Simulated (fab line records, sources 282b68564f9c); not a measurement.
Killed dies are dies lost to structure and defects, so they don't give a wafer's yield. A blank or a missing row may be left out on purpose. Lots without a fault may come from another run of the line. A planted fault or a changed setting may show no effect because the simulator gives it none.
fab line records | flow rit_cmos | part 1 of 2: steps 1 to 40 of 54
record lots=5 wafers=15 last_day=7
route steps=202 shown REOX@100 NLDD@103 PLDD@114 SPACER@125 NSD@131 PSD@142 SDANNEAL@153
lots that met no fault: from a run of the same line without faults
start_h: hours from the record's first day to the start of the lot's first wafer shown | wait_h: hours since the lot's step before | " the same as in the row above | L1.1+2: a row that stands for several wafers | - no value, or no start given | * or withheld: withheld | < > ~ a bound
route shown NAME@n: a module of which the file shows steps, and the number in the route of the first | usual: mean/standard deviation of fault-free wafers | same: alike in all rows | chamber/n: place in a boat | sites: the reading at each site | _std_site: their standard deviation | _edge_site: outer sites' mean less inner sites' | radius_mm: how far each site lies from the wafer's centre | mask NAME#n: copy n | behind: the tool/chamber that last shaped the wafer | hold: why the lot was held/for how many hours/how that ended | device: the transistor (n, p or np) that didn't switch | end of line: the same wafers' tests at the end of the route | a step without rows: its recipe alone | killed: dies lost to structure and defects at the first sort, not the wafer's yield | map: a wafer's dies, x killed, . not, _ none there
set.NAME: the setting as run; set.NAME@STEP: as run at that earlier step | model.NAME: the simulator's own value behind a step, which no gauge read
lots at some steps of the route; a table a step, a row a wafer
services: from which hour (start_h, from the record's first day; less than 0 if before it) a tool's chamber was out of use, for how many hours, and why
## steps
# step RIT_REOX_CLEAN_02
# recipe chemistry=SC2 mix=3:3:50 time_s=600 temp_c=75 dry=n2_spin
# columns lot.wafer tool chamber start_h wait_h
L078.1+3+6 wet_bench-03 1 60.81 0.0
L083.1+2+4 wet_bench-04 3 91.67 0.0
L084.3+5+6 wet_bench-03 0 94.89 0.0
L089.2+3+6 wet_bench-01 1 118.47 0.0
L093.3+5+6 wet_bench-03 3 139.48 0.0
# step RIT_REOX_OXIDATION_03
# recipe temp_c=900 ambient=O2 target_thk_a=252 ox_time_s=5580
# same ox_time_s=5580
# columns lot.wafer tool chamber start_h wait_h
L078.1+3+6 furnace-01 0 63.49 2.5
L083.1+2+4 furnace-03 0 92.72 0.9
L084.3+5+6 furnace-01 0 95.68 0.6
L089.2+3+6 furnace-04 0 119.25 0.6
L093.3+5+6 furnace-03 0 139.66 0.0
# step RIT_REOX_THK_MEAS_04
# recipe reads=SiO2_of_REOX_OXIDATION_03
# usual REOX_OXIDE_THK=25.1/0.46
# columns lot.wafer tool chamber start_h wait_h REOX_OXIDE_THK[nm]
L078.1 film_metro-01 - 66.04 0.0 25.1
L078.3 " - " " 24.9
L078.6 " - " " 25.3
L083.1 film_metro-03 - 95.27 0.0 24.8
L083.2 " - " " 24.7
L083.4 " - " " 25.1
L084.3 film_metro-01 - 98.25 0.0 25.4
L084.5 " - " " 25.2
L084.6 " - " " 25.4
L089.2 film_metro-02 - 121.81 0.0 25.5
L089.3 " - " " 25.1
L089.6 " - " " 25.5
L093.3 film_metro-01 - 142.23 0.0 24.1
L093.5 " - " " 24.6
L093.6 " - " " 24.7
# step RIT_NLDD_HMDS_00
# recipe prime_time_s=60 prime_temp_c=140
# columns lot.wafer tool chamber start_h wait_h
L078.1+3+6 litho_track-04 0 66.10 0.1
L083.1+2+4 litho_track-03 0 95.41 0.1
L084.3+5+6 litho_track-03 0 98.34 0.1
L089.2+3+6 litho_track-02 0 121.89 0.1
L093.3+5+6 litho_track-02 0 142.40 0.2
# step RIT_NLDD_COAT_01
# recipe resist=NOVOLAK spin_rpm=3250 resist_thk_nm=1000
# columns lot.wafer tool chamber start_h wait_h
L078.1+3+6 litho_track-04 0 66.25 0.1
L083.1+2+4 litho_track-03 0 95.56 0.1
L084.3+5+6 litho_track-03 0 98.49 0.1
L089.2+3+6 litho_track-02 0 122.04 0.1
L093.3+5+6 litho_track-02 0 142.55 0.1
# step RIT_NLDD_SOFTBAKE_02
# recipe resist=NOVOLAK temp_c=90 time_s=60
# columns lot.wafer tool chamber start_h wait_h
L078.1+3+6 litho_track-04 0 66.40 0.1
L083.1+2+4 litho_track-03 0 95.71 0.1
L084.3+5+6 litho_track-03 0 98.64 0.1
L089.2+3+6 litho_track-02 0 122.19 0.1
L093.3+5+6 litho_track-02 0 142.70 0.1
# step RIT_NLDD_EXPOSE_03
# recipe mask_id=M7 na=0.57 target_cd_nm=40700 dose_mj=250
# columns lot.wafer tool chamber start_h wait_h mask
L078.1+3+6 iline_stepper-02 0 66.55 0.1 M7#0
L083.1+2+4 iline_stepper-02 0 96.00 0.3 M7#0
L084.3+5+6 iline_stepper-02 0 98.78 0.1 M7#0
L089.2+3+6 iline_stepper-01 0 122.46 0.2 M7#0
L093.3+5+6 iline_stepper-01 0 142.84 0.1 M7#0
# step RIT_NLDD_PEB_04
# recipe resist=NOVOLAK temp_c=withheld time_s=withheld
# columns lot.wafer tool chamber start_h wait_h
L078.1+3+6 litho_track-03 0 66.67 0.1
L083.1+2+4 litho_track-02 0 96.12 0.1
L084.3+5+6 litho_track-04 0 98.91 0.1
L089.2+3+6 litho_track-04 0 122.58 0.1
L093.3+5+6 litho_track-03 0 142.97 0.1
# step RIT_NLDD_DEVELOP_05
# recipe resist=NOVOLAK develop_time_s=50 dev_temp_c=23
# columns lot.wafer tool chamber start_h wait_h
L078.1+3+6 litho_track-03 0 - -
L083.1+2+4 litho_track-02 0 - -
L084.3+5+6 litho_track-04 0 - -
L089.2+3+6 litho_track-04 0 - -
L093.3+5+6 litho_track-03 0 - -
# step RIT_NLDD_OVL_MEAS_06
# usual NLDD_OVL=0.5/1.5
# columns lot.wafer tool chamber start_h wait_h NLDD_OVL[nm]
L078.1 overlay-01 - 66.95 - 0.0
L078.3 " - " " -0.1
L078.6 " - " " -1.0
L083.1 overlay-01 - 96.40 - 2.2
L083.2 " - " " 2.6
L083.4 " - " " 1.9
L084.3 overlay-02 - 99.16 - 0.1
L084.5 " - " " 1.0
L084.6 " - " " 0.3
L089.2 overlay-02 - 122.84 - 0.0
L089.3 " - " " 1.3
L089.6 " - " " -0.5
L093.3 overlay-02 - 143.21 - -0.8
L093.5 " - " " 0.9
L093.6 " - " " -1.7
# step RIT_NLDD_HARDBAKE_07
# recipe resist=NOVOLAK temp_c=140 time_s=60
# columns lot.wafer tool chamber start_h wait_h
L078.1+3+6 litho_track-03 0 66.99 0.0
L083.1+2+4 litho_track-03 0 96.48 0.1
L084.3+5+6 litho_track-02 0 99.23 0.1
L089.2+3+6 litho_track-04 0 122.90 0.0
L093.3+5+6 litho_track-02 0 143.29 0.1
# step RIT_NLDD_IMPLANT_08
# recipe species=P energy_kev=20 dose_cm2=5e+14 tilt_deg=7
# columns lot.wafer tool chamber start_h wait_h
L078.1+3+6 implanter-02 0 67.14 0.1
L083.1+2+4 implanter-04 0 96.63 0.1
L084.3+5+6 implanter-02 0 99.38 0.1
L089.2+3+6 implanter-01 0 123.05 0.1
L093.3+5+6 implanter-04 0 143.44 0.1
# step RIT_NLDD_STRIP_09
# recipe chemistry=O2 time_s=180 resist=NOVOLAK platen_temp_c=withheld power_w=500 pressure_mtorr=4000 o2_flow_sccm=4000
# usual drypump_motor_current_A=5.7/0.38
# columns lot.wafer tool chamber start_h wait_h drypump_motor_current_A rf_hours_counter_h
L078.1 plasma_asher-02 0 67.29 0.1 6.2 28
L078.3 " 0 " " 6.2 -
L078.6 " 0 " " 6.2 -
L083.1 plasma_asher-03 1 96.78 0.1 5.2 41
L083.2 " 0 " " 5.8 41
L083.4 " 1 " " 5.2 -
L084.3 plasma_asher-01 1 99.54 0.1 6.1 -
L084.5 " 1 " " 6.1 -
L084.6 " 0 " " 5.2 -
L089.2 plasma_asher-01 1 123.17 0.1 6.0 1
L089.3 " 0 " " 5.2 -
L089.6 " 0 " " 5.3 -
L093.3 plasma_asher-03 1 143.59 0.1 5.2 -
L093.5 " 0 " " 5.9 -
L093.6 " 1 " " 5.2 -
# step RIT_NLDD_TW_MEAS_10
# usual NLDD_TW=2501/13
# columns lot.wafer tool chamber start_h wait_h NLDD_TW
L078.1 film_metro-03 - 67.46 0.1 2521
L078.3 " - " " 2521
L078.6 " - " " 2509
L083.1 film_metro-02 - 96.95 0.1 2488
L083.2 " - " " 2481
L083.4 " - " " 2488
L084.3 film_metro-03 - 99.67 0.1 2509
L084.5 " - " " 2484
L084.6 " - " " 2507
L089.2 film_metro-03 - 123.36 0.1 2522
L089.3 " - " " 2501
L089.6 " - " " 2498
L093.3 film_metro-02 - 143.73 0.1 2500
L093.5 " - " " 2498
L093.6 " - " " 2484
# step RIT_PLDD_HMDS_00
# recipe prime_time_s=60 prime_temp_c=140
# columns lot.wafer tool chamber start_h wait_h
L078.1+3+6 litho_track-02 0 67.52 0.1
L083.1+2+4 litho_track-02 0 97.01 0.1
L084.3+5+6 litho_track-01 0 99.76 0.1
L089.2+3+6 litho_track-02 0 123.47 0.1
L093.3+5+6 litho_track-01 0 143.82 0.1
# step RIT_PLDD_COAT_01
# recipe resist=NOVOLAK spin_rpm=3250 resist_thk_nm=1000
# columns lot.wafer tool chamber start_h wait_h
L078.1+3+6 litho_track-02 0 67.67 0.1
L083.1+2+4 litho_track-02 0 97.16 0.1
L084.3+5+6 litho_track-01 0 99.91 0.1
L089.2+3+6 litho_track-02 0 123.62 0.1
L093.3+5+6 litho_track-01 0 143.97 0.1
# step RIT_PLDD_SOFTBAKE_02
# recipe resist=NOVOLAK temp_c=90 time_s=60
# columns lot.wafer tool chamber start_h wait_h
L078.1+3+6 litho_track-02 0 67.82 0.1
L083.1+2+4 litho_track-02 0 97.31 0.1
L084.3+5+6 litho_track-01 0 100.06 0.1
L089.2+3+6 litho_track-02 0 123.77 0.1
L093.3+5+6 litho_track-01 0 144.12 0.1
# step RIT_PLDD_EXPOSE_03
# recipe mask_id=M8 na=0.57 target_cd_nm=40900 dose_mj=250
# columns lot.wafer tool chamber start_h wait_h mask
L078.1+3+6 iline_stepper-01 0 68.10 0.2 M8#0
L083.1+2+4 iline_stepper-02 0 97.46 0.1 M8#0
L084.3+5+6 iline_stepper-02 0 100.20 0.1 M8#0
L089.2+3+6 iline_stepper-02 0 123.91 0.1 M8#0
L093.3+5+6 iline_stepper-02 0 144.38 0.2 M8#0
# step RIT_PLDD_PEB_04
# recipe resist=NOVOLAK temp_c=withheld time_s=withheld
# columns lot.wafer tool chamber start_h wait_h
L078.1+3+6 litho_track-01 0 68.32 0.2
L083.1+2+4 litho_track-03 0 97.58 0.1
L084.3+5+6 litho_track-03 0 100.39 0.2
L089.2+3+6 litho_track-03 0 124.04 0.1
L093.3+5+6 litho_track-03 0 144.53 0.1
# step RIT_PLDD_DEVELOP_05
# recipe resist=NOVOLAK develop_time_s=50 dev_temp_c=23
# columns lot.wafer tool chamber start_h wait_h
L078.1+3+6 litho_track-01 0 - -
L083.1+2+4 litho_track-03 0 - -
L084.3+5+6 litho_track-03 0 - -
L089.2+3+6 litho_track-03 0 - -
L093.3+5+6 litho_track-03 0 - -
# step RIT_PLDD_OVL_MEAS_06
# usual PLDD_OVL=-0.3/1.3
# columns lot.wafer tool chamber start_h wait_h PLDD_OVL[nm]
L078.1 overlay-02 - 68.60 - -1.1
L078.3 " - " " -1.4
L078.6 " - " " -2.0
L083.1 overlay-02 - 97.86 - 2.3
L083.2 " - " " 2.5
L083.4 " - " " 0.2
L084.3 overlay-01 - 100.64 - -1.9
L084.5 " - " " -2.8
L084.6 " - " " -1.4
L089.2 overlay-02 - 124.30 - -2.2
L089.3 " - " " -1.7
L089.6 " - " " 0.1
L093.3 overlay-01 - 144.78 - -1.0
L093.5 " - " " -0.4
L093.6 " - " " -1.9
# step RIT_PLDD_HARDBAKE_07
# recipe resist=NOVOLAK temp_c=140 time_s=60
# columns lot.wafer tool chamber start_h wait_h
L078.1+3+6 litho_track-03 0 68.68 0.1
L083.1+2+4 litho_track-02 0 97.90 0.0
L084.3+5+6 litho_track-03 0 100.71 0.1
L089.2+3+6 litho_track-02 0 124.36 0.0
L093.3+5+6 litho_track-02 0 144.85 0.1
# step RIT_PLDD_IMPLANT_08
# recipe species=BF2 energy_kev=20 dose_cm2=9e+14 tilt_deg=7
# columns lot.wafer tool chamber start_h wait_h
L078.1+3+6 implanter-02 0 68.83 0.1
L083.1+2+4 implanter-01 0 98.05 0.1
L084.3+5+6 implanter-01 0 100.86 0.1
L089.2+3+6 implanter-01 0 124.51 0.1
L093.3+5+6 implanter-02 0 145.00 0.1
# step RIT_PLDD_STRIP_09
# recipe chemistry=O2 time_s=180 resist=NOVOLAK platen_temp_c=withheld power_w=500 pressure_mtorr=4000 o2_flow_sccm=4000
# usual drypump_motor_current_A=6.0/0.32
# columns lot.wafer tool chamber start_h wait_h drypump_motor_current_A rf_hours_counter_h
L078.1 plasma_asher-02 1 68.98 0.1 5.7 28
L078.3 " 0 " " 6.2 -
L078.6 " 1 " " 5.7 -
L083.1 plasma_asher-02 0 98.20 0.1 6.2 31
L083.2 " 1 " " 5.7 31
L083.4 " 0 " " 6.2 -
L084.3 plasma_asher-04 0 101.02 0.1 6.4 -
L084.5 " 1 " " 5.8 -
L084.6 " 0 " " 6.4 -
L089.2 plasma_asher-02 0 124.63 0.1 6.2 34
L089.3 " 0 " " 6.2 -
L089.6 " 1 " " 5.7 -
L093.3 plasma_asher-04 1 145.16 0.1 5.8 -
L093.5 " 0 " " 6.4 -
L093.6 " 1 " " 5.8 -
# step RIT_PLDD_TW_MEAS_10
# usual PLDD_TW=2353/16
# columns lot.wafer tool chamber start_h wait_h PLDD_TW
L078.1 film_metro-02 - 69.15 0.1 2333
L078.3 " - " " 2317
L078.6 " - " " 2348
L083.1 film_metro-03 - 98.37 0.1 2362
L083.2 " - " " 2353
L083.4 " - " " 2355
L084.3 film_metro-02 - 101.16 0.1 2337
L084.5 " - " " 2328
L084.6 " - " " 2347
L089.2 film_metro-02 - 124.82 0.1 2356
L089.3 " - " " 2350
L089.6 " - " " 2351
L093.3 film_metro-03 - 145.30 0.1 2382
L093.5 " - " " 2358
L093.6 " - " " 2376
# step RIT_SPACER_CLEAN_00
# recipe chemistry=SC1 mix=3:3:50 time_s=600 temp_c=75
# columns lot.wafer tool chamber start_h wait_h
L078.1+3+6 wet_bench-02 0 69.21 0.1
L083.1+2+4 wet_bench-04 0 98.43 0.1
L084.3+5+6 wet_bench-02 3 101.20 0.0
L089.2+3+6 wet_bench-03 0 124.87 0.0
L093.3+5+6 wet_bench-04 0 145.34 0.0
# step RIT_SPACER_CLEAN_01
# recipe chemistry=dHF dilution=50:1 time_s=30
# columns lot.wafer tool chamber start_h wait_h
L078.1+3+6 wet_bench-02 1 69.39 0.0
L083.1+2+4 wet_bench-02 2 98.61 0.0
L084.3+5+6 wet_bench-03 0 101.37 0.0
L089.2+3+6 wet_bench-02 3 125.04 0.0
L093.3+5+6 wet_bench-03 3 145.51 0.0
# step RIT_SPACER_CLEAN_02
# recipe chemistry=SC2 mix=3:3:50 time_s=600 temp_c=75 dry=n2_spin
# columns lot.wafer tool chamber start_h wait_h
L078.1+3+6 wet_bench-02 2 69.40 0.0
L083.1+2+4 wet_bench-03 1 98.62 0.0
L084.3+5+6 wet_bench-02 0 101.39 0.0
L089.2+3+6 wet_bench-04 1 125.06 0.0
L093.3+5+6 wet_bench-02 2 145.53 0.0
# step RIT_SPACER_CVD_03
# recipe material=Si3N4 target_thk_nm=250 temp_c=810 precursor=SiH2Cl2/NH3 time_s=3300 pressure_mtorr=300 sih2cl2_flow_sccm=60 nh3_flow_sccm=150
# usual pressure_mtorr=300.0/0.67
# columns lot.wafer tool chamber start_h wait_h pressure_mtorr
L078.1 lpcvd-02 0 69.58 0.0 300.4
L078.3 " 0 " " 300.9
L078.6 " 0 " " 299.5
L083.1 lpcvd-02 0 100.00 1.2 298.6
L083.2 " 0 " " 299.0
L083.4 " 0 " " 298.9
L084.3 lpcvd-01 0 101.57 0.0 300.0
L084.5 " 0 " " 299.2
L084.6 " 0 " " 299.6
L089.2 lpcvd-01 0 125.23 0.0 300.3
L089.3 " 0 " " 300.5
L089.6 " 0 " " 299.8
L093.3 lpcvd-02 1 145.70 0.0 300.1
L093.5 " 1 " " 299.8
L093.6 " 1 " " 300.0
# step RIT_SPACER_THK_MEAS_04
# recipe reads=Si3N4_of_SPACER_CVD_03
# usual SPACER_NITRIDE_THK=249.3/2.1
# columns lot.wafer tool chamber start_h wait_h SPACER_NITRIDE_THK[nm]
L078.1 film_metro-03 - 71.50 0.0 252.8
L078.3 " - " " 252.0
L078.6 " - " " 252.9
L083.1 film_metro-04 - 101.91 0.0 248.0
L083.2 " - " " 247.9
L083.4 " - " " 247.9
L084.3 film_metro-03 - 103.50 0.0 249.5
L084.5 " - " " 247.4
L084.6 " - " " 248.9
L089.2 film_metro-01 - 127.16 0.0 251.6
L089.3 " - " " 250.3
L089.6 " - " " 250.9
L093.3 film_metro-04 - 147.64 0.0 250.8
L093.5 " - " " 250.8
L093.6 " - " " 251.3
# step RIT_SPACER_ETCHBACK_05
# recipe target_depth_a=2500 SF6_flow_sccm=30 CHF3_flow_sccm=30 target=Si3N4 chemistry=SF6/CHF3 pressure_mtorr=40 rf_w=250 time_s=240 stop_on=SiO2
# usual drypump_motor_current_A=5.9/0.54 oes_product_au=0.838/0.015 throttle_valve_pct=10.21/0.14
# columns lot.wafer tool chamber start_h wait_h drypump_motor_current_A oes_product_au rf_hours_counter_h throttle_valve_pct
L078.1 rie_diel-01 2 71.56 0.1 6.4 0.844 44 10.10
L078.3 " 0 " " 5.8 0.826 45 10.29
L078.6 " 1 " " 5.4 0.845 - 10.03
L083.1 rie_diel-02 0 101.97 0.1 4.7 0.839 86 10.23
L083.2 " 2 " " 5.9 0.819 4 10.21
L083.4 " 3 " " 5.3 0.816 5 10.37
L084.3 rie_diel-01 1 103.54 0.0 5.3 0.836 11 10.02
L084.5 " 2 " " 6.3 0.823 - 10.07
L084.6 " 1 " " 5.4 0.836 - 10.02
L089.2 rie_diel-01 2 127.21 0.0 6.3 0.838 46 10.07
L089.3 " 3 " " 6.4 0.867 131 10.38
L089.6 " 3 " " 6.4 0.871 - 10.35
L093.3 rie_diel-02 1 147.68 0.0 5.7 0.830 7 10.29
L093.5 " 2 " " 5.8 0.825 - 10.22
L093.6 " 1 " " 5.7 0.836 - 10.29
# step RIT_NSD_HMDS_00
# recipe prime_time_s=60 prime_temp_c=140
# columns lot.wafer tool chamber start_h wait_h
L078.1+3+6 litho_track-04 0 71.71 0.1
L083.1+2+4 litho_track-04 0 102.12 0.1
L084.3+5+6 litho_track-04 0 103.74 0.1
L089.2+3+6 litho_track-03 0 127.39 0.1
L093.3+5+6 litho_track-01 0 147.88 0.1
# step RIT_NSD_COAT_01
# recipe resist=NOVOLAK spin_rpm=3250 resist_thk_nm=1000
# columns lot.wafer tool chamber start_h wait_h
L078.1+3+6 litho_track-04 0 71.86 0.1
L083.1+2+4 litho_track-04 0 102.27 0.1
L084.3+5+6 litho_track-04 0 103.89 0.1
L089.2+3+6 litho_track-03 0 127.54 0.1
L093.3+5+6 litho_track-01 0 148.03 0.1
# step RIT_NSD_SOFTBAKE_02
# recipe resist=NOVOLAK temp_c=90 time_s=60
# columns lot.wafer tool chamber start_h wait_h
L078.1+3+6 litho_track-04 0 72.01 0.1
L083.1+2+4 litho_track-04 0 102.42 0.1
L084.3+5+6 litho_track-04 0 104.04 0.1
L089.2+3+6 litho_track-03 0 127.69 0.1
L093.3+5+6 litho_track-01 0 148.18 0.1
# step RIT_NSD_EXPOSE_03
# recipe mask_id=M9 na=0.57 target_cd_nm=40700 dose_mj=250
# columns lot.wafer tool chamber start_h wait_h mask
L078.1+3+6 iline_stepper-01 0 72.16 0.1 M9#0
L083.1+2+4 iline_stepper-02 0 102.57 0.1 M9#0
L084.3+5+6 iline_stepper-02 0 104.18 0.1 M9#0
L089.2+3+6 iline_stepper-02 0 127.83 0.1 M9#0
L093.3+5+6 iline_stepper-01 0 148.45 0.2 M9#0
# step RIT_NSD_PEB_04
# recipe resist=NOVOLAK temp_c=withheld time_s=withheld
# columns lot.wafer tool chamber start_h wait_h
L078.1+3+6 litho_track-04 0 72.27 0.1
L083.1+2+4 litho_track-01 0 102.69 0.1
L084.3+5+6 litho_track-03 0 104.31 0.1
L089.2+3+6 litho_track-03 0 127.95 0.1
L093.3+5+6 litho_track-04 0 148.59 0.1
# step RIT_NSD_DEVELOP_05
# recipe resist=NOVOLAK develop_time_s=50 dev_temp_c=23
# columns lot.wafer tool chamber start_h wait_h
L078.1+3+6 litho_track-04 0 - -
L083.1+2+4 litho_track-01 0 - -
L084.3+5+6 litho_track-03 0 - -
L089.2+3+6 litho_track-03 0 - -
L093.3+5+6 litho_track-04 0 - -
# step RIT_NSD_OVL_MEAS_06
# usual NSD_OVL=-0.6/1.2
# columns lot.wafer tool chamber start_h wait_h NSD_OVL[nm]
L078.1 overlay-01 - 72.56 - -0.8
L078.3 " - " " 0.0
L078.6 " - " " -1.2
L083.1 overlay-02 - 102.97 - 1.4
L083.2 " - " " 3.3
L083.4 " - " " 1.2
L084.3 overlay-01 - 104.55 - -1.5
L084.5 " - " " -0.3
L084.6 " - " " -1.0
L089.2 overlay-02 - 128.22 - -2.0
L089.3 " - " " -0.3
L089.6 " - " " -1.4
L093.3 overlay-02 - 148.83 - 1.1
L093.5 " - " " 1.8
L093.6 " - " " 1.2
# step RIT_NSD_HARDBAKE_07
# recipe resist=NOVOLAK temp_c=140 time_s=60
# columns lot.wafer tool chamber start_h wait_h
L078.1+3+6 litho_track-03 0 72.59 0.0
L083.1+2+4 litho_track-03 0 103.01 0.0
L084.3+5+6 litho_track-01 0 104.63 0.1
L089.2+3+6 litho_track-04 0 128.33 0.1
L093.3+5+6 litho_track-04 0 148.91 0.1
# step RIT_NSD_IMPLANT_08
# recipe species=P energy_kev=25 dose_cm2=1e+15 tilt_deg=7
# columns lot.wafer tool chamber start_h wait_h
L078.1+3+6 implanter-01 0 72.74 0.1
L083.1+2+4 implanter-03 0 103.16 0.1
L084.3+5+6 implanter-03 0 104.78 0.1
L089.2+3+6 implanter-04 0 128.48 0.1
L093.3+5+6 implanter-04 0 149.06 0.1
